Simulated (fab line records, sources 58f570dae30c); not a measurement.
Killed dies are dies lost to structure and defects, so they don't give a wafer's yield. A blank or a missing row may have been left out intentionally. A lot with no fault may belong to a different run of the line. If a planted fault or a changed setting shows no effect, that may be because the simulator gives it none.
Check of tool commonality    flow berkeley cmos170    Lots sampled 14, wafers sampled 42

== WHAT PROMPTED THE OPENING ==
On 2 of the 14 lots, a flag is raised at UCB170_M2_CD_MEAS_15 on the reading cd nm. Fault-free wafers read 700.5 nm, with a standard deviation of 1.4.
Rule: a lot is flagged when every wafer of it that has a number lies more than 4 standard deviations from that mean, or none has a number. The rest of the lots are taken to be sound.

lot   measured      on         cd nm (nm), wafer by wafer  flag
L625  day 7 15:22   cd sem-01  699.2 698.5 699.7           
L626  day 8 03:40   cd sem-01  701.4 702.1 703.3           
L627  day 8 03:45   cd sem-02  699.3 699.4 699.8           
L628  day 8 17:56   cd sem-01  700.0 701.3 700.8           
L629  day 8 21:07   cd sem-01  701.2 701.7 700.3           
L631  day 8 21:25   cd sem-01  699.9 700.9 701.2           
L633  day 9 10:14   cd sem-01  772.3 773.6 771.9           FLAGGED
L636  day 10 00:32  cd sem-01  701.1 701.4 700.5           
L635  day 10 00:41  cd sem-01  758.1 759.3 756.6           FLAGGED
L634  day 10 02:12  cd sem-01  698.4 699.1 700.1           
L640  day 10 14:12  cd sem-01  699.1 698.9 697.7           
L643  day 11 08:31  cd sem-01  699.2 698.8 698.3           
L647  day 11 17:10  cd sem-01  700.4 700.9 701.1           
L648  day 12 04:37  cd sem-01  699.9 700.1 698.3           
On average the flagged lots' numbers are 765.3 nm, which is +64.8 nm against the usual, or +46 standard deviations.

== LOT BY LOT: THE TOOL USED ==
2 process steps preceding the reading are held in the record, out of 331 steps in the route. Read each cell as the tool, then ch plus the chambers that the sampled wafers visited, then the start.
lot   flag     UCB170_V1_ETCH_14                   UCB170_M2_EXPOSE_12
L625           rie diel-04 ch 0,3, day 7 11:43     krf scanner-02 ch 0, day 7 14:59
L626           rie diel-02 ch 2,3, day 7 23:45     krf scanner-01 ch 0, day 8 03:07
L627           rie diel-04 ch 1,2,3, day 7 23:59   krf scanner-01 ch 0, day 8 03:14
L628           rie diel-02 ch 1,3, day 8 15:13     krf scanner-01 ch 0, day 8 17:26
L629           rie diel-02 ch 0,3, day 8 17:48     krf scanner-02 ch 0, day 8 20:10
L631           rie diel-04 ch 2,3, day 8 17:58     krf scanner-01 ch 0, day 8 20:26
L633  FLAGGED  rie diel-04 ch 0,2,3, day 9 07:01   krf scanner-02 ch 0, day 9 09:30
L636           rie diel-03 ch 1,3, day 9 20:52     krf scanner-01 ch 0, day 9 23:29
L635  FLAGGED  rie diel-04 ch 1,3, day 9 21:07     krf scanner-02 ch 0, day 9 23:46
L634           rie diel-02 ch 0,1,2, day 9 21:28   krf scanner-01 ch 0, day 10 01:10
L640           rie diel-02 ch 0,2, day 10 11:21    krf scanner-01 ch 0, day 10 13:49
L643           rie diel-02 ch 1,2, day 11 04:13    krf scanner-01 ch 0, day 11 07:34
L647           rie diel-02 ch 0,1,3, day 11 14:42  krf scanner-01 ch 0, day 11 16:47
L648           rie diel-02 ch 0,2, day 12 02:19    krf scanner-01 ch 0, day 12 04:13
These steps, and what they do:
- UCB170_V1_ETCH_14: etches SiO2 in CHF3/CF4/Ar, stops on Al, target depth 1250 nm, time 291 s.
- UCB170_M2_EXPOSE_12: exposes mask METAL2, target cd 700 nm.
- UCB170_M2_CD_MEAS_15: target cd 700 nm.

== FLAGGED AGAINST TOTAL, ONE TOOL AT A TIME (gauges that did the reading follow at the end) ==
step                  tool            lots run  flagged  share of the flagged lots  sound lots run after its first flagged lot
UCB170_V1_ETCH_14     rie diel-02     8         0        none                       -
UCB170_V1_ETCH_14     rie diel-03     1         0        none                       -
UCB170_V1_ETCH_14     rie diel-04     5         2        all                        0
UCB170_M2_EXPOSE_12   krf scanner-01  10        0        none                       -
UCB170_M2_EXPOSE_12   krf scanner-02  4         2        all                        0
UCB170_M2_CD_MEAS_15  cd sem-01       13        2        all                        6 (L636,L634,L640,L643,L647,L648)
UCB170_M2_CD_MEAS_15  cd sem-02       1         0        none                       -

== WHAT THE TABLE PERMITS ==
Rows of the table that ran every flagged lot, 3 in all: rie diel-04 at UCB170_V1_ETCH_14, krf scanner-02 at UCB170_M2_EXPOSE_12, cd sem-01 at UCB170_M2_CD_MEAS_15.
- rie diel-04 at UCB170_V1_ETCH_14 ran 5 lots, 2 of them flagged. It ran its last sound lot, L631, at day 8 17:58 and its first flagged lot, L633, at day 9 07:01: a fault with its onset between the two fits.
- krf scanner-02 at UCB170_M2_EXPOSE_12 ran 4 lots, 2 of them flagged. It ran its last sound lot, L629, at day 8 20:10 and its first flagged lot, L633, at day 9 09:30: a fault with its onset between the two fits. Its own readings lie more than 4 standard deviations out on every wafer of the flagged lots: exposure dose mJ cm2.
- cd sem-01 at UCB170_M2_CD_MEAS_15 ran 13 lots, 2 of them flagged. Sound lots followed the first flagged one (L636, L634, L640, L643, L647, L648) on it, something a lasting fault affecting the whole tool could not allow.
Because each of these 2 tools fits a fault that began at some hour, counting lots does not separate them. More lots, or a look at what each step does to the wafer, might.

== WHAT THE SIMULATOR HAD PUT IN ==
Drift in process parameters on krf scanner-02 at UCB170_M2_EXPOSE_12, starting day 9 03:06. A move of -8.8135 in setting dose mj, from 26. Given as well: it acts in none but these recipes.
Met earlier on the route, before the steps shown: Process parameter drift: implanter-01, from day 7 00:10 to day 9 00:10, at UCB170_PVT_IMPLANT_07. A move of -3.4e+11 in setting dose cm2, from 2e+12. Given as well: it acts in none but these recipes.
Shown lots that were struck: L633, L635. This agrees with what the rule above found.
